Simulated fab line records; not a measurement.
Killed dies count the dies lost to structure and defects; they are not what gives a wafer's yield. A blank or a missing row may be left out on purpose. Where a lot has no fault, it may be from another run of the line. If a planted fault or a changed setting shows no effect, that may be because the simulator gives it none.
The same fault as seen by 2 desks	flow berkeleyCmos170	only its own numbers are on each desk; what lay behind them is given at the end

THE TOOL OWNER'S DESK: rieMetal-01
The tool's own readings at UCB170_M2_METAL_ETCH_18 (etches Al in Cl2/BCl3, stops on SiO2, target depth 1170 nm, time 195 s): means of the sampled wafers that have a number, for each lot that ran on this tool. If a lot's mean is further than 4 standard deviations from the usual mean, the lot is out of limits and carries the mark OUT (the distance appears in the brackets).
Columns: A = biasW at UCB170_M2_METAL_ETCH_18, usual 120.0 W; B = drypumpMotorCurrentA at UCB170_M2_METAL_ETCH_18, usual 5.7 A; C = oesProductAu at UCB170_M2_METAL_ETCH_18, usual 0.862 a.u.; D = rfFwdPowerW at UCB170_M2_METAL_ETCH_18, usual 598.0 W; E = throttleValvePct at UCB170_M2_METAL_ETCH_18, usual 24.33 %
lot	first seen here	A	B	C	D	E
L637	day 8 03:25	120.0	5.6	0.865	598.0	24.21
L635	day 8 06:05	119.8	6.2	0.852	597.2	24.43
L640	day 9 05:10	120.1	5.6	0.861	598.3	24.22
L649	day 11 05:50	120.1	5.6	0.883	599.1	24.21
L651	day 11 10:29	120.2	5.6	0.874	596.1	24.21
This desk found nothing out of limits on any of the 5 lots.

AT THE METROLOGY DESK
Lot by lot, what the gauges showed, no matter which tool ran the lot: averages of those sampled wafers that carry a number. If a lot's mean is further than 4 standard deviations from the usual mean, the lot is out of limits and carries the mark OUT (the distance appears in the brackets).
Columns: A = V1_TEOS_THK at UCB170_V1_THK_MEAS_01, usual 1993 nm; B = V2_POLISHED_THK at UCB170_V2_THK_MEAS_04, usual 1000.4 nm
lot	first seen here	A	B
L636	day 7 22:53	1991	1000.9
L637	day 7 22:53	1981	1001.2
L634	day 7 22:54	2006	1002.0
L635	day 8 01:15	2010	1000.6
L638	day 8 06:14	2011	999.4
L639	day 8 06:15	1994	1000.4
L641	day 9 00:45	2018	999.3
L640	day 9 00:47	1993	1001.2
L642	day 9 05:00	1973	1001.6
L643	day 9 05:01	1986	1000.1
L649	day 10 20:24	1968	1001.1
L651	day 11 02:56	1954	1001.0
L656	day 12 06:17	2004	1000.1
This desk found nothing out of limits on any of the 13 lots.

TAKEN TOGETHER
Nothing out of limits was seen by the tool owner's desk.
Metrology desk: nothing out of limits seen.

WHAT HAD BEEN PUT IN BY THE SIMULATOR
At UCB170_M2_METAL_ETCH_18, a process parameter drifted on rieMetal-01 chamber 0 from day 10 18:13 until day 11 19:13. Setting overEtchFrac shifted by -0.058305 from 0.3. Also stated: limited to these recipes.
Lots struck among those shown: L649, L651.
